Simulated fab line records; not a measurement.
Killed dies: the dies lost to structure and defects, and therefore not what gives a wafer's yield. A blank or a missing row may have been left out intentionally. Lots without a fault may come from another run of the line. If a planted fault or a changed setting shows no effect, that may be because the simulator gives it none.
fab line records + flow rit_cmos
record:
- lots: 13
- wafers: 39
- last_day: 7
route steps=202 shown M1@197
lots untouched by any fault: they come from a run of this same line in which no faults occurred
start_h: the number of hours between the record's first day and the start of the first shown wafer of the lot + wait_h: time in hours since the lot's previous step + " unchanged from the row above + L1.1+2: a single row standing in for several wafers + - no value, or no start was given + * or withheld: withheld + < > ~ a bound
route shown NAME@n: names a module that has steps shown in the file, with the first one's number in the route + usual: the fault-free wafers' mean and standard deviation + same: alike in all rows + chamber/n: place in a boat + sites: readings site by site + _std_site: the values' standard deviation + _edge_site: the outer-site mean with the inner-site mean subtracted + radius_mm: for every site, how far away it sits from the centre of the wafer + mask NAME#n: copy n + behind: the tool/chamber that last shaped the wafer + hold: reason for holding the lot/hours on hold/outcome of the hold + device: the n, p or np transistor that did not switch + end of line: the same wafers' tests at the end of the route + step lacking rows: just its recipe + killed: dies lost to structure and defects at the first sort, not the wafer's yield + map: the dies of a wafer, with x for killed, . for not killed, _ for no die there
set.NAME: the setting as run; set.NAME@STEP: as run at that earlier step + model.NAME: the simulator's own value behind a step, which no gauge read
route steps across a sampled set of lots; one table per step, one row per wafer
services: the hour from which a tool's chamber was out of use, counted from the record's first day as start_h (under 0 if before that day), plus the number of hours and why
== steps ==
step: RIT_M1_STRIP_13
recipe:
- chemistry: nmp
- resist: NOVOLAK
- temp_c: 80
- time_s: 600
- dry: n2_spin
usual:
- bath_heat_duty_pct: 17.6/1.9
- run_length_s: 628/4
| lot.wafer | tool         | chamber | start_h | wait_h | bath_heat_duty_pct | run_length_s |
|-----------|--------------|---------|---------|--------|--------------------|--------------|
| L143.2    | wet_bench-03 | 0       | 57.35   | 0.1    | 18.3               | 625          |
| L143.4    | "            | 0       | "       | "      | 18.7               | 625          |
| L143.6    | "            | 0       | "       | "      | 18.5               | 625          |
| L144.3    | wet_bench-01 | 3       | 59.54   | 0.1    | 17.6               | 624          |
| L144.5    | "            | 3       | "       | "      | 17.8               | 624          |
| L144.6    | "            | 3       | "       | "      | 19.2               | 624          |
| L145.1    | wet_bench-01 | 2       | 64.46   | 0.1    | 17.1               | 625          |
| L145.2    | "            | 2       | "       | "      | 16.7               | 625          |
| L145.5    | "            | 2       | "       | "      | 19.9               | 625          |
| L146.1    | wet_bench-01 | 3       | 71.32   | 0.1    | 18.0               | 632          |
| L146.2    | "            | 3       | "       | "      | 20.5               | 632          |
| L146.3    | "            | 3       | "       | "      | 19.3               | 632          |
| L147.1    | wet_bench-01 | 3       | 74.87   | 0.1    | 19.2               | 631          |
| L147.2    | "            | 3       | "       | "      | 19.3               | 631          |
| L147.6    | "            | 3       | "       | "      | 17.6               | 631          |
| L148.2    | wet_bench-01 | 2       | 80.65   | 0.1    | 17.2               | 633          |
| L148.3    | "            | 2       | "       | "      | 19.1               | 633          |
| L148.4    | "            | 2       | "       | "      | 17.7               | 633          |
| L149.1    | wet_bench-01 | 1       | 86.81   | 0.1    | 18.1               | 634          |
| L149.2    | "            | 1       | "       | "      | 17.3               | 634          |
| L149.4    | "            | 1       | "       | "      | 17.6               | 634          |
| L150.3    | wet_bench-02 | 3       | 93.48   | 0.1    | 15.3               | 627          |
| L150.5    | "            | 3       | "       | "      | 16.7               | 627          |
| L150.6    | "            | 3       | "       | "      | 17.5               | 627          |
| L151.3    | wet_bench-02 | 1       | 99.48   | 0.1    | 20.4               | 625          |
| L151.4    | "            | 1       | "       | "      | 18.1               | 625          |
| L151.5    | "            | 1       | "       | "      | 21.2               | 625          |
| L153.1    | wet_bench-03 | 0       | 108.15  | 0.1    | 18.3               | 625          |
| L153.4    | "            | 0       | "       | "      | 19.0               | 625          |
| L153.5    | "            | 0       | "       | "      | 18.1               | 625          |
| L155.1    | wet_bench-03 | 3       | 116.93  | 0.3    | 15.5               | 624          |
| L155.5    | "            | 3       | "       | "      | 14.7               | 624          |
| L155.6    | "            | 3       | "       | "      | 15.0               | 624          |
| L160.1    | wet_bench-03 | 0       | 140.57  | 0.1    | 18.0               | 469          |
| L160.3    | "            | 0       | "       | "      | 17.9               | 469          |
| L160.6    | "            | 0       | "       | "      | 18.9               | 469          |
| L166.2    | wet_bench-02 | 3       | 176.25  | 0.1    | 16.7               | 626          |
| L166.5    | "            | 3       | "       | "      | 17.2               | 626          |
| L166.6    | "            | 3       | "       | "      | 16.7               | 626          |
step: RIT_M1_PROBE_99
usual:
- defect_limited_yield: 97.5/1.2
- killed_at_contacts: 0.1/0.24
- killed_at_front_end: 7/3.1
- killed_dies: 7/3.1
- killed_open: 3.3/2
- killed_short: 3.4/2.1
- sort_bin_3_pad_short: 0.1/0.21
- sort_bin_5_function: 1.4/0.79
- sort_bin_6_memory: 1.0/0.65
- sort_n_pass: 257/3.1
- sort_yield_pct: 97.5/1.2
same:
- gross_dies: 264
- killed_at_M0_to_M3: 0
- killed_at_M4_up: 0
- killed_at_back_side: 0
- killed_at_other: 0
| lot.wafer | tool      | chamber | start_h | wait_h | defect_limited_yield[%] | killed_at_contacts | killed_at_front_end | killed_dies | killed_open | killed_short | sort_bin_3_pad_short[%] | sort_bin_5_function[%] | sort_bin_6_memory[%] | sort_n_pass | sort_yield_pct[%] |
|-----------|-----------|---------|---------|--------|-------------------------|--------------------|---------------------|-------------|-------------|--------------|-------------------------|------------------------|----------------------|-------------|-------------------|
| L143.2    | prober-01 | -       | 60.78   | 0.1    | 98.1                    | 0                  | 5                   | 5           | 2           | 3            | 0.4                     | 1.5                    | 0                    | 259         | 98.1              |
| L143.4    | prober-01 | -       | 60.88   | 0.2    | 98.9                    | 0                  | 3                   | 3           | 2           | 1            | 0                       | 0.8                    | 0.4                  | 261         | 98.9              |
| L143.6    | prober-01 | -       | 60.98   | 0.2    | 97.0                    | 0                  | 8                   | 8           | 3           | 5            | 0.4                     | 1.9                    | 0.8                  | 256         | 97.0              |
| L144.3    | prober-02 | -       | 62.33   | 0.2    | 98.5                    | 0                  | 4                   | 4           | 1           | 3            | 0.4                     | 0.8                    | 0.4                  | 260         | 98.5              |
| L144.5    | prober-02 | -       | 62.43   | 0.2    | 97.3                    | 0                  | 7                   | 7           | 3           | 4            | 0.4                     | 1.1                    | 1.1                  | 257         | 97.3              |
| L144.6    | prober-02 | -       | 62.48   | 0.2    | 94.3                    | 0                  | 15                  | 15          | 7           | 8            | 0.4                     | 1.9                    | 3.4                  | 249         | 94.3              |
| L145.1    | prober-01 | -       | 67.47   | 0.1    | 95.1                    | 0                  | 13                  | 13          | 7           | 6            | 0.4                     | 3.8                    | 0.8                  | 251         | 95.1              |
| L145.2    | prober-01 | -       | 67.52   | 0.1    | 97.7                    | 0                  | 6                   | 6           | 4           | 2            | 0                       | 1.5                    | 0.8                  | 258         | 97.7              |
| L145.5    | prober-01 | -       | 67.67   | 0.2    | 97.3                    | 0                  | 7                   | 7           | 3           | 4            | 0                       | 1.9                    | 0.8                  | 257         | 97.3              |
| L146.1    | prober-02 | -       | 74.04   | 0.1    | 97.7                    | 0                  | 6                   | 6           | 1           | 5            | 0                       | 1.5                    | 0.8                  | 258         | 97.7              |
| L146.2    | prober-02 | -       | 74.09   | 0.1    | 94.7                    | 0                  | 14                  | 14          | 9           | 5            | 0                       | 3.0                    | 2.3                  | 250         | 94.7              |
| L146.3    | prober-02 | -       | 74.14   | 0.2    | 96.6                    | 1                  | 8                   | 9           | 3           | 6            | 0.4                     | 1.9                    | 1.1                  | 255         | 96.6              |
| L147.1    | prober-01 | -       | 78.10   | 0.1    | 98.5                    | 0                  | 4                   | 4           | 3           | 1            | 0                       | 1.1                    | 0.4                  | 260         | 98.5              |
| L147.2    | prober-01 | -       | 78.15   | 0.1    | 97.7                    | 0                  | 6                   | 6           | 3           | 3            | 0.4                     | 1.5                    | 0.4                  | 258         | 97.7              |
| L147.6    | prober-01 | -       | 78.35   | 0.2    | 97.7                    | 1                  | 5                   | 6           | 5           | 1            | 0                       | 1.5                    | 0.8                  | 258         | 97.7              |
| L148.2    | prober-02 | -       | 82.81   | 0.1    | 95.5                    | 0                  | 12                  | 12          | 4           | 8            | 0                       | 3.8                    | 0.8                  | 252         | 95.5              |
| L148.3    | prober-02 | -       | 82.86   | 0.2    | 95.8                    | 0                  | 11                  | 11          | 4           | 7            | 0.4                     | 1.5                    | 2.3                  | 253         | 95.8              |
| L148.4    | prober-02 | -       | 82.91   | 0.2    | 98.1                    | 0                  | 5                   | 5           | 2           | 3            | 0.4                     | 0.4                    | 1.1                  | 259         | 98.1              |
| L149.1    | prober-01 | -       | 88.94   | 0.1    | 95.5                    | 0                  | 12                  | 12          | 6           | 6            | 0                       | 2.7                    | 1.9                  | 252         | 95.5              |
| L149.2    | prober-01 | -       | 88.99   | 0.1    | 96.2                    | 0                  | 10                  | 10          | 4           | 6            | 0                       | 3.4                    | 0.4                  | 254         | 96.2              |
| L149.4    | prober-01 | -       | 89.09   | 0.2    | 97.7                    | 0                  | 6                   | 6           | 4           | 2            | 0                       | 0.8                    | 1.5                  | 258         | 97.7              |
| L150.3    | prober-02 | -       | 95.67   | 0.2    | 98.5                    | 0                  | 4                   | 4           | 2           | 2            | 0                       | 1.5                    | 0                    | 260         | 98.5              |
| L150.5    | prober-02 | -       | 95.77   | 0.2    | 98.5                    | 0                  | 4                   | 4           | 2           | 2            | 0                       | 1.1                    | 0.4                  | 260         | 98.5              |
| L150.6    | prober-02 | -       | 95.82   | 0.2    | 99.2                    | 0                  | 2                   | 2           | 1           | 1            | 0                       | 0.4                    | 0.4                  | 262         | 99.2              |
| L151.3    | prober-01 | -       | 102.26  | 0.2    | 97.3                    | 0                  | 7                   | 7           | 2           | 5            | 0.4                     | 0.8                    | 1.5                  | 257         | 97.3              |
| L151.4    | prober-01 | -       | 102.31  | 0.2    | 96.6                    | 0                  | 9                   | 9           | 6           | 3            | 0.4                     | 2.3                    | 0.8                  | 255         | 96.6              |
| L151.5    | prober-01 | -       | 102.36  | 0.2    | 98.1                    | 0                  | 5                   | 5           | 1           | 4            | 0                       | 0.8                    | 1.1                  | 259         | 98.1              |
| L153.1    | prober-02 | -       | 110.41  | 0.1    | 97.3                    | 0                  | 7                   | 7           | 1           | 6            | 0                       | 1.9                    | 0.8                  | 257         | 97.3              |
| L153.4    | prober-02 | -       | 110.56  | 0.2    | 97.3                    | 0                  | 7                   | 7           | 2           | 5            | 0                       | 1.1                    | 1.5                  | 257         | 97.3              |
| L153.5    | prober-02 | -       | 110.61  | 0.2    | 97.7                    | 0                  | 6                   | 6           | 1           | 5            | 0                       | 1.5                    | 0.8                  | 258         | 97.7              |
| L155.1    | prober-02 | -       | 119.16  | 0.1    | 97.7                    | 0                  | 6                   | 6           | 2           | 4            | 0.4                     | 1.1                    | 0.8                  | 258         | 97.7              |
| L155.5    | prober-02 | -       | 119.36  | 0.2    | 96.2                    | 0                  | 10                  | 10          | 5           | 5            | 0                       | 2.3                    | 1.5                  | 254         | 96.2              |
| L155.6    | prober-02 | -       | 119.41  | 0.2    | 98.5                    | 0                  | 4                   | 4           | 3           | 1            | 0                       | 1.5                    | 0                    | 260         | 98.5              |
| L160.1    | prober-01 | -       | 143.67  | 0.1    | 97.3                    | 0                  | 7                   | 7           | 3           | 4            | 0                       | 2.3                    | 0.4                  | 257         | 97.3              |
| L160.3    | prober-01 | -       | 143.77  | 0.2    | 98.9                    | 0                  | 3                   | 3           | 1           | 2            | 0                       | 0.4                    | 0.8                  | 261         | 98.9              |
| L160.6    | prober-01 | -       | 143.92  | 0.2    | 99.2                    | 0                  | 2                   | 2           | 0           | 2            | 0                       | 0.8                    | 0                    | 262         | 99.2              |
| L166.2    | prober-01 | -       | 178.72  | 0.1    | 99.2                    | 0                  | 2                   | 2           | 0           | 2            | 0                       | 0.8                    | 0                    | 262         | 99.2              |
| L166.5    | prober-01 | -       | 178.87  | 0.2    | 98.5                    | 0                  | 4                   | 4           | 3           | 1            | 0                       | 0                      | 1.5                  | 260         | 98.5              |
| L166.6    | prober-01 | -       | 178.92  | 0.2    | 97.3                    | 0                  | 7                   | 7           | 5           | 2            | 0                       | 1.5                    | 1.1                  | 257         | 97.3              |
killed by level:class
L143.2 GATE:geometric_particle:open=2 FOX1:geometric_particle:short=1 FOX2:geometric_particle:short=1 GATE:geometric_particle:short=1
L143.4 SILICIDE:geometric_particle:open=2 GATE:geometric_particle:short=1
L143.6 GATE:geometric_particle:short=2 GATE:geometric_particle:open=2 FOX1:geometric_particle:short=1 FOX1:geometric_particle:open=1 SPACER:geometric_particle:short=1 SILICIDE:geometric_particle:short=1
L144.3 FOX1:geometric_particle:short=2 GATE:geometric_particle:short=1 SPACER:geometric_particle:open=1
L144.5 GATE:geometric_particle:short=2 GATE:geometric_particle:open=2 REOX:geometric_particle:short=1 SPACER:geometric_particle:open=1 SPACER:geometric_particle:short=1
L144.6 FOX1:geometric_particle:open=5 FOX1:geometric_particle:short=4 GATE:geometric_particle:short=2 GATE:geometric_particle:open=2 REOX:geometric_particle:short=2
L145.1 GATE:geometric_particle:open=4 GATE:geometric_particle:short=3 FOX1:geometric_particle:open=1 FOX1:geometric_particle:short=1 FOX2:geometric_particle:open=1 REOX:geometric_particle:short=1 SPACER:geometric_particle:short=1 SILICIDE:geometric_particle:open=1
L145.2 FOX2:geometric_particle:open=2 GATE:geometric_particle:short=1 GATE:geometric_particle:open=1 REOX:geometric_particle:short=1 SILICIDE:geometric_particle:open=1
L145.5 REOX:geometric_particle:open=2 FOX2:geometric_particle:short=1 FOX2:geometric_particle:open=1 GATE:geometric_particle:short=1 SPACER:geometric_particle:short=1 SILICIDE:geometric_particle:short=1
L146.1 REOX:geometric_particle:short=2 FOX1:geometric_particle:short=1 FOX2:geometric_particle:open=1 GATE:geometric_particle:short=1 SPACER:geometric_particle:short=1
L146.2 GATE:geometric_particle:open=3 SPACER:geometric_particle:short=3 FOX1:geometric_particle:open=2 REOX:geometric_particle:open=2 ACTIVE:geometric_particle:open=1 FOX2:geometric_particle:open=1 FOX2:geometric_particle:short=1 GATE:geometric_particle:short=1
L146.3 FOX1:geometric_particle:short=2 GATE:geometric_particle:short=2 FOX1:geometric_particle:open=1 GATE:geometric_particle:open=1 REOX:geometric_particle:short=1 SPACER:geometric_particle:open=1 CONTACT:geometric_particle:short=1
L147.1 FOX1:geometric_particle:open=1 GATE:geometric_particle:open=1 GATE:geometric_particle:short=1 SILICIDE:geometric_particle:open=1
L147.2 GATE:geometric_particle:open=2 GATE:geometric_particle:short=1 REOX:geometric_particle:short=1 SPACER:geometric_particle:open=1 SILICIDE:geometric_particle:short=1
L147.6 FOX1:geometric_particle:open=1 GATE:geometric_particle:open=1 SPACER:geometric_particle:open=1 SILICIDE:geometric_particle:open=1 SILICIDE:geometric_particle:short=1 CONTACT:geometric_particle:open=1
L148.2 FOX2:geometric_particle:short=3 GATE:geometric_particle:short=3 GATE:geometric_particle:open=2 FOX1:geometric_particle:short=1 FOX2:geometric_particle:open=1 SILICIDE:geometric_particle:open=1 SILICIDE:geometric_particle:short=1
L148.3 FOX2:geometric_particle:short=3 FOX2:geometric_particle:open=2 GATE:geometric_particle:open=2 SILICIDE:geometric_particle:short=2 FOX1:geometric_particle:short=1 GATE:geometric_particle:short=1
L148.4 REOX:geometric_particle:short=1 SPACER:geometric_particle:short=1 SPACER:geometric_particle:open=1 SILICIDE:geometric_particle:open=1 SILICIDE:geometric_particle:short=1
L149.1 GATE:geometric_particle:short=2 GATE:geometric_particle:open=2 REOX:geometric_particle:short=2 SILICIDE:geometric_particle:open=2 FOX2:geometric_particle:short=1 REOX:geometric_particle:open=1 SPACER:geometric_particle:open=1 SILICIDE:geometric_particle:short=1
L149.2 REOX:geometric_particle:short=4 FOX2:geometric_particle:open=2 GATE:geometric_particle:short=2 FOX1:geometric_particle:open=1 SILICIDE:geometric_particle:open=1
L149.4 SPACER:geometric_particle:short=2 FOX1:geometric_particle:open=1 GATE:geometric_particle:open=1 SPACER:geometric_particle:open=1 SILICIDE:geometric_particle:open=1
L150.3 FOX2:geometric_particle:open=1 GATE:geometric_particle:short=1 SPACER:geometric_particle:open=1 SPACER:geometric_particle:short=1
L150.5 REOX:geometric_particle:short=2 GATE:geometric_particle:open=1 SPACER:geometric_particle:open=1
L150.6 GATE:geometric_particle:short=1 SPACER:geometric_particle:open=1
L151.3 GATE:geometric_particle:short=3 GATE:geometric_particle:open=1 REOX:geometric_particle:short=1 REOX:geometric_particle:open=1 SPACER:geometric_particle:short=1
L151.4 GATE:geometric_particle:open=3 FOX1:geometric_particle:open=2 GATE:geometric_particle:short=2 SPACER:geometric_particle:short=1 SILICIDE:geometric_particle:open=1
L151.5 SPACER:geometric_particle:short=2 FOX2:geometric_particle:short=1 GATE:geometric_particle:short=1 SPACER:geometric_particle:open=1
L153.1 FOX1:geometric_particle:short=2 GATE:geometric_particle:short=2 SILICIDE:geometric_particle:short=2 GATE:geometric_particle:open=1
L153.4 REOX:geometric_particle:short=2 FOX1:geometric_particle:short=1 GATE:geometric_particle:short=1 GATE:geometric_particle:open=1 SPACER:geometric_particle:open=1 SILICIDE:geometric_particle:short=1
L153.5 SILICIDE:geometric_particle:short=3 REOX:geometric_particle:short=2 REOX:geometric_particle:open=1
L155.1 GATE:geometric_particle:short=2 FOX1:geometric_particle:open=1 REOX:geometric_particle:short=1 SILICIDE:geometric_particle:short=1 SILICIDE:geometric_particle:open=1
L155.5 GATE:geometric_particle:open=4 FOX1:geometric_particle:short=1 GATE:geometric_particle:short=1 REOX:geometric_particle:short=1 SPACER:geometric_particle:short=1 SPACER:geometric_particle:open=1 SILICIDE:geometric_particle:short=1
L155.6 FOX1:geometric_particle:open=2 GATE:geometric_particle:open=1 SILICIDE:geometric_particle:short=1
L160.1 GATE:geometric_particle:open=3 REOX:geometric_particle:short=2 FOX1:geometric_particle:short=1 GATE:geometric_particle:short=1
L160.3 GATE:geometric_particle:open=1 GATE:geometric_particle:short=1 REOX:geometric_particle:short=1
L160.6 GATE:geometric_particle:short=1 REOX:geometric_particle:short=1
L166.2 FOX1:geometric_particle:short=1 SPACER:geometric_particle:short=1
L166.5 GATE:geometric_particle:open=2 SILICIDE:geometric_particle:short=1 SILICIDE:geometric_particle:open=1
L166.6 SILICIDE:geometric_particle:open=2 FOX1:geometric_particle:open=1 FOX2:geometric_particle:short=1 FOX2:geometric_particle:open=1 GATE:geometric_particle:open=1 SILICIDE:geometric_particle:short=1
== services ==
| tool         | chamber | start_h | hours | kind |
|--------------|---------|---------|-------|------|
| wet_bench-03 | -       | 33.69   | 1.9   | pm   |
== key ==
first_sign:
- step: RIT_M1_STRIP_13
- reading: run_length_s
- direction: down
- sigmas: 40
- usual: *
- struck: *
effect none on later readings
met_at RIT_M1_STRIP_13
struck_lots L160
struck_wafers L160.1,L160.3,L160.6
onset_between 108.15 140.57
fault:
- kind: process_parameter_drift
- tool: wet_bench-03
- chamber: 0
- onset_h: 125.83
- steps: RIT_M1_STRIP_13
- channel: time_s
- offset: *
- shape: step
- end_h: 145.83
- acts_in: *
- stated: *
